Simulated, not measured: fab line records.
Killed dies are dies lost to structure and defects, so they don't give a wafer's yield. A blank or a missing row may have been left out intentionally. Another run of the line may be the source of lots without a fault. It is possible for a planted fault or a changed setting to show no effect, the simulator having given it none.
What tool caused it? | flow rit-cmos | 14 lots with 42 wafers sampled at 3 steps, on a route of 202 steps

== WHAT THE GAUGES SHOWED, per wafer ==
RIT_SILICIDE_RS_MEAS_02: the measuring method here is four-point-probe.
lot  | measured    | on            | SILICIDE_TI_RS (ohm/sq)
L677 | day 3 04:39 | film-metro-01 | 48.2 48.4 48.4
L679 | day 3 11:57 | film-metro-01 | 47.0 46.9 47.2
L680 | day 3 18:33 | film-metro-02 | 48.0 48.3 48.4
L682 | day 4 03:58 | film-metro-02 | 47.8 47.6 48.1
L684 | day 4 16:53 | film-metro-01 | 48.2 48.4 47.7
L685 | day 4 23:13 | film-metro-03 | 20.9 20.7 20.8 20.9 20.8 20.9
L688 | day 5 12:14 | film-metro-01 | 48.0 47.5 48.4
L689 | day 5 16:14 | film-metro-02 | 20.9 20.6 20.8 21.0 20.7 20.9
L692 | day 6 05:41 | film-metro-01 | 47.5 47.7 47.3
L695 | day 6 22:55 | film-metro-02 | 48.4 47.3 47.6
L696 | day 7 02:18 | film-metro-03 | 48.4 48.4 49.1
L697 | day 7 06:55 | film-metro-02 | 47.8 47.4 47.8
L699 | day 7 19:08 | film-metro-02 | 47.3 46.9 47.3
L700 | day 8 03:29 | film-metro-02 | 48.6 48.8 48.7

RIT_SILICIDE_THK_MEAS_03: measures by xrf.
lot  | measured    | on            | SILICIDE_TI_THK (nm)
L677 | day 3 04:46 | film-metro-01 | 29.7 29.6 29.7
L679 | day 3 12:04 | film-metro-01 | 30.3 30.3 30.2
L680 | day 3 18:40 | film-metro-02 | 29.8 29.7 29.5
L682 | day 4 04:05 | film-metro-02 | 29.9 30.2 29.9
L684 | day 4 16:59 | film-metro-01 | 29.8 29.8 30.1
L685 | day 5 01:28 | film-metro-03 | 58.7 59.3 58.8 58.9 59.3 59.0
L688 | day 5 12:22 | film-metro-01 | 30.1 30.1 29.8
L689 | day 6 01:36 | film-metro-02 | 58.7 59.2 59.1 58.8 59.6 58.8
L692 | day 6 05:49 | film-metro-01 | 30.0 29.8 30.1
L695 | day 6 23:02 | film-metro-02 | 29.6 30.3 30.0
L696 | day 7 02:25 | film-metro-03 | 29.8 29.7 29.3
L697 | day 7 07:01 | film-metro-02 | 29.9 30.0 29.8
L699 | day 7 19:14 | film-metro-02 | 30.0 30.2 30.2
L700 | day 8 03:35 | film-metro-02 | 29.5 29.4 29.5

== WHICH TOOL RAN EACH LOT (tool, then ch and the chambers of the sampled wafers, then the start) ==
lot  | RIT_SILICIDE_SPUTTER_01
L677 | pvd-sputter-04, day 3 04:28
L679 | pvd-sputter-02, day 3 11:48
L680 | pvd-sputter-04, day 3 18:24
L682 | pvd-sputter-04, day 4 03:48
L684 | pvd-sputter-04, day 4 16:41
L685 | pvd-sputter-02, day 4 22:42
L688 | pvd-sputter-04, day 5 12:05
L689 | pvd-sputter-02, day 5 15:47
L692 | pvd-sputter-01, day 6 05:32
L695 | pvd-sputter-02, day 6 22:46
L696 | pvd-sputter-04, day 7 02:09
L697 | pvd-sputter-02, day 7 06:44
L699 | pvd-sputter-02, day 7 18:57
L700 | pvd-sputter-04, day 8 03:19
- RIT_SILICIDE_SPUTTER_01: material Ti, target thk 30 nm, time 240 s.

== AS READ BY THE TOOLS THEMSELVES (means over the sampled wafers that have a number; for cases with no such wafer, the mark the record gives instead) ==
RIT_SILICIDE_SPUTTER_01.
lot  | tool           | throttle-valve-pct (%)
L677 | pvd-sputter-04 | 29.6
L679 | pvd-sputter-02 | 29.8
L680 | pvd-sputter-04 | 29.6
L682 | pvd-sputter-04 | 29.3
L684 | pvd-sputter-04 | 29.7
L685 | pvd-sputter-02 | 30.6
L688 | pvd-sputter-04 | 30.1
L689 | pvd-sputter-02 | 30.1
L692 | pvd-sputter-01 | 30.1
L695 | pvd-sputter-02 | 30.2
L696 | pvd-sputter-04 | 29.2
L697 | pvd-sputter-02 | 30.5
L699 | pvd-sputter-02 | 29.3
L700 | pvd-sputter-04 | 29.4

== THE ANSWER, worked out from the rows above alone ==
Rule: usual is defined by the lots themselves. The widest of any qualifying gaps counts: lots, ordered by their means at a reading, are off when they make up no more than a third of the lots, leave a main group of 4 or more, and stand apart from it by 3 or more times the standard deviation of that group's means. If all means in a main group match to the digits the tables above print for the reading, that group is not used. Also off: a lot with no number at a reading for which 4 or more lots have one. Where the step has rows for the other lots, those lots are counted as sound. After the gauges, taken in route order, come the tools' own readings; for these a lot's mean is taken, as printed above. The first step at which some lot is off is used, and at that step the reading that is off furthest; a lot without a number counts as furthest.
Off: L685, L689, seen at RIT_SILICIDE_RS_MEAS_02 (SILICIDE_TI_RS). The main group has a mean of 47.9 ohm/sq with a standard deviation of 0.5.
A tool fits if, at a process step before that reading, it ran every lot that is off, and no sound lot after the first of them. Those tools and the gauges at RIT_SILICIDE_RS_MEAS_02 are tried in the same way. No candidate that was tried fits.

== WHAT THE SIMULATOR PUT IN ==
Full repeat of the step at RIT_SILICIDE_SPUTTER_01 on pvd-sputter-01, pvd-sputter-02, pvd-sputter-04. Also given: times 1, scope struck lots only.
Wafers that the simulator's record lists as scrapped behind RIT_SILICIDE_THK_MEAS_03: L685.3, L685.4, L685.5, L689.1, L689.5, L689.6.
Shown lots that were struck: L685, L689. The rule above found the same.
